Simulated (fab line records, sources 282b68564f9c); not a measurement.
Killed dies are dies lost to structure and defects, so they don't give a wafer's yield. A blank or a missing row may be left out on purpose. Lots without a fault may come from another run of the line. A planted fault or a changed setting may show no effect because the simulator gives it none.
Tool commonality check | flow rit_cmos | 13 lots, 39 wafers sampled

WHY IT WAS OPENED
At RIT_PLDD_TW_MEAS_10 the reading PLDD_TW is flagged on 2 of 13 lots. Wafers without a fault read 2337, standard deviation 23.
Rule: a lot is flagged when every wafer of it that has a number lies more than 4 standard deviations from that mean, or none has a number. The other lots count as sound.

lot  | measured    | on            | PLDD_TW, wafer by wafer | flag
L430 | day 2 21:46 | film_metro-03 | 2372 2360 2370          |
L431 | day 3 00:11 | film_metro-02 | 2313 2311 2298          |
L432 | day 3 05:04 | film_metro-03 | 2356 2367 2388          |
L433 | day 3 11:58 | film_metro-04 | 2323 2344 2341          |
L434 | day 3 15:18 | film_metro-02 | 2310 2292 2299          |
L436 | day 4 03:47 | film_metro-03 | 2756 2762 2751          | FLAGGED
L439 | day 4 18:44 | film_metro-04 | 2735 2723 2722          | FLAGGED
L448 | day 6 16:05 | film_metro-04 | 2349 2341 2348          |
L449 | day 6 19:38 | film_metro-04 | 2355 2352 2343          |
L450 | day 6 23:32 | film_metro-03 | 2345 2349 2351          |
L451 | day 7 04:40 | film_metro-04 | 2324 2321 2320          |
L452 | day 7 12:28 | film_metro-03 | 2362 2357 2362          |
L453 | day 7 20:38 | film_metro-04 | 2327 2314 2328          |
The numbers of the flagged lots are 2742 on average: +404 against the usual, or +18 standard deviations.

WHICH TOOL RAN EACH LOT
The record holds 3 process steps before the reading, out of a route of 202 steps. In each cell: the tool, then ch and the chambers that the sampled wafers went through, then the start.
lot  | flag    | RIT_ACTIVE_STRIP_14                 | RIT_GATE_STRIP_20                   | RIT_PLDD_IMPLANT_08
L430 |         | plasma_asher-02 ch 1, day 1 15:10   | plasma_asher-01 ch 0,1, day 2 15:31 | implanter-03 ch 0, day 2 21:28
L431 |         | plasma_asher-02 ch 0,1, day 1 20:00 | plasma_asher-04 ch 0,1, day 2 18:08 | implanter-03 ch 0, day 2 23:53
L432 |         | plasma_asher-01 ch 0,1, day 2 00:58 | plasma_asher-01 ch 0,1, day 2 22:23 | implanter-02 ch 0, day 3 04:44
L433 |         | plasma_asher-01 ch 0,1, day 2 05:58 | plasma_asher-03 ch 0,1, day 3 05:30 | implanter-01 ch 0, day 3 11:38
L434 |         | plasma_asher-01 ch 0,1, day 2 11:32 | plasma_asher-01 ch 0,1, day 3 09:00 | implanter-01 ch 0, day 3 14:59
L436 | FLAGGED | plasma_asher-01 ch 0,1, day 2 21:06 | plasma_asher-01 ch 0,1, day 3 20:17 | implanter-03 ch 0, day 4 03:09
L439 | FLAGGED | plasma_asher-01 ch 0,1, day 3 12:22 | plasma_asher-04 ch 0,1, day 4 11:45 | implanter-03 ch 0, day 4 18:08
L448 |         | plasma_asher-04 ch 0,1, day 5 10:49 | plasma_asher-03 ch 0,1, day 6 09:41 | implanter-01 ch 0, day 6 15:45
L449 |         | plasma_asher-01 ch 0,1, day 5 14:55 | plasma_asher-01 ch 0,1, day 6 13:34 | implanter-03 ch 0, day 6 19:19
L450 |         | plasma_asher-01 ch 0,1, day 5 19:02 | plasma_asher-01 ch 0,1, day 6 17:02 | implanter-02 ch 0, day 6 23:14
L451 |         | plasma_asher-02 ch 0,1, day 6 00:17 | plasma_asher-04 ch 0,1, day 6 21:47 | implanter-02 ch 0, day 7 04:22
L452 |         | plasma_asher-02 ch 0,1, day 6 04:54 | plasma_asher-04 ch 0,1, day 7 05:19 | implanter-03 ch 0, day 7 12:10
L453 |         | plasma_asher-01 ch 0,1, day 6 10:58 | plasma_asher-01 ch 0,1, day 7 12:52 | implanter-03 ch 0, day 7 20:19
What these steps do:
- RIT_ACTIVE_STRIP_14: strips in O2, time 180 s.
- RIT_GATE_STRIP_20: strips in O2, time 180 s.
- RIT_PLDD_IMPLANT_08
- RIT_PLDD_TW_MEAS_10

FLAGGED OVER TOTAL, TOOL BY TOOL (the gauges that took the reading come last)
step                | tool            | lots run | flagged | share of the flagged lots | sound lots run after its first flagged lot
RIT_ACTIVE_STRIP_14 | plasma_asher-01 | 8        | 2       | all                       | 3 (L449,L450,L453)
RIT_ACTIVE_STRIP_14 | plasma_asher-02 | 4        | 0       | none                      | -
RIT_ACTIVE_STRIP_14 | plasma_asher-04 | 1        | 0       | none                      | -
RIT_GATE_STRIP_20   | plasma_asher-01 | 7        | 1       | some                      | 3 (L449,L450,L453)
RIT_GATE_STRIP_20   | plasma_asher-03 | 2        | 0       | none                      | -
RIT_GATE_STRIP_20   | plasma_asher-04 | 4        | 1       | some                      | 2 (L451,L452)
RIT_PLDD_IMPLANT_08 | implanter-01    | 3        | 0       | none                      | -
RIT_PLDD_IMPLANT_08 | implanter-02    | 3        | 0       | none                      | -
RIT_PLDD_IMPLANT_08 | implanter-03    | 7        | 2       | all                       | 3 (L449,L452,L453)
RIT_PLDD_TW_MEAS_10 | film_metro-02   | 2        | 0       | none                      | -
RIT_PLDD_TW_MEAS_10 | film_metro-03   | 5        | 1       | some                      | 2 (L450,L452)
RIT_PLDD_TW_MEAS_10 | film_metro-04   | 6        | 1       | some                      | 4 (L448,L449,L451,L453)

WHAT THE TABLE ALLOWS
2 rows of the table ran every flagged lot: plasma_asher-01 at RIT_ACTIVE_STRIP_14, implanter-03 at RIT_PLDD_IMPLANT_08.
- plasma_asher-01 at RIT_ACTIVE_STRIP_14: 2 of its 8 lots flagged. Sound lots ran on it after the first flagged one (L449, L450, L453), which a lasting fault on the whole tool wouldn't allow.
- implanter-03 at RIT_PLDD_IMPLANT_08: 2 of its 7 lots flagged. Sound lots ran on it after the first flagged one (L449, L452, L453), which a lasting fault on the whole tool wouldn't allow.
No row of the table ran every flagged lot and no sound lot after the first.

WHAT THE SIMULATOR HAD PUT IN
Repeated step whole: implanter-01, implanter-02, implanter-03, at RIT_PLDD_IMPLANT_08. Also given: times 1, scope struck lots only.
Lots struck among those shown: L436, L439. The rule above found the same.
